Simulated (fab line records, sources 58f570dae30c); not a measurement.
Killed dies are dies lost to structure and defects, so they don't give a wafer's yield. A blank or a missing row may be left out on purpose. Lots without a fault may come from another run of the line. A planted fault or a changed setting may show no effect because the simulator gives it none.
Which tool did it? | flow berkeley_cmos170 | 7 lots, 21 wafers sampled, at 2 steps of a route of 331

WHAT THE GAUGES READ, wafer by wafer
UCB170_NLDD_CD_MEAS_06: target cd 1200 nm.
lot  | measured     | on        | cd_nm (nm)
L958 | day 7 14:05  | cd_sem-02 | 1197.2 1197.9 1198.6
L956 | day 7 14:58  | cd_sem-01 | 1200.1 1198.8 1198.2
L962 | day 8 22:29  | cd_sem-01 | 1141.6 1140.8 1141.6
L965 | day 9 22:48  | cd_sem-01 | 1199.2 1200.3 1200.4
L969 | day 10 07:41 | cd_sem-01 | 1200.0 1201.6 1202.0
L973 | day 11 02:13 | cd_sem-01 | 1200.9 1200.0 1200.5
L975 | day 11 14:09 | cd_sem-01 | 1200.7 1200.5 1201.9

WHICH TOOL RAN EACH LOT (tool, then ch and the chambers of the sampled wafers, then the start)
lot  | UCB170_NLDD_PEB_04
L958 | litho_track-01 ch 0, day 7 13:49
L956 | litho_track-04 ch 0, day 7 14:41
L962 | litho_track-03 ch 0, day 8 22:13
L965 | litho_track-01 ch 0, day 9 22:32
L969 | litho_track-01 ch 0, day 10 07:24
L973 | litho_track-01 ch 0, day 11 01:57
L975 | litho_track-04 ch 0, day 11 13:53
- UCB170_NLDD_PEB_04

THE ANSWER, worked out from the rows above alone
Rule: what is usual is taken from the lots themselves. Put in order of their means at a reading, lots are off if they are a third of the lots or fewer, leave a main group of 4 or more, and stand apart from it by a gap of 3 or more times the standard deviation of the main group's means; of several such gaps the widest counts. A main group whose means are all the same, to the digits that the tables above print for the reading, isn't used. A lot without any number at a reading at which 4 lots or more have one is off too. The other lots that the step has rows for count as sound.
Off: L962, at UCB170_NLDD_CD_MEAS_06 (cd_nm). The main group: mean 1199.9 nm, standard deviation 1.2.
A tool fits if, at a process step before that reading, it ran every lot that is off, and no sound lot after the first of them. The gauges at UCB170_NLDD_CD_MEAS_06 are tried like those tools. One fits: litho_track-03 at UCB170_NLDD_PEB_04. It ran no sound lot before its first lot that is off in this sample, so the start can't be narrowed down.

WHAT THE SIMULATOR HAD PUT IN
Process parameter drift: litho_track-03, from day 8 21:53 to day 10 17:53, at UCB170_NLDD_PEB_04. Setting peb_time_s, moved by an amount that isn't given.
Lots struck among those shown: L962. The rule above found the same.
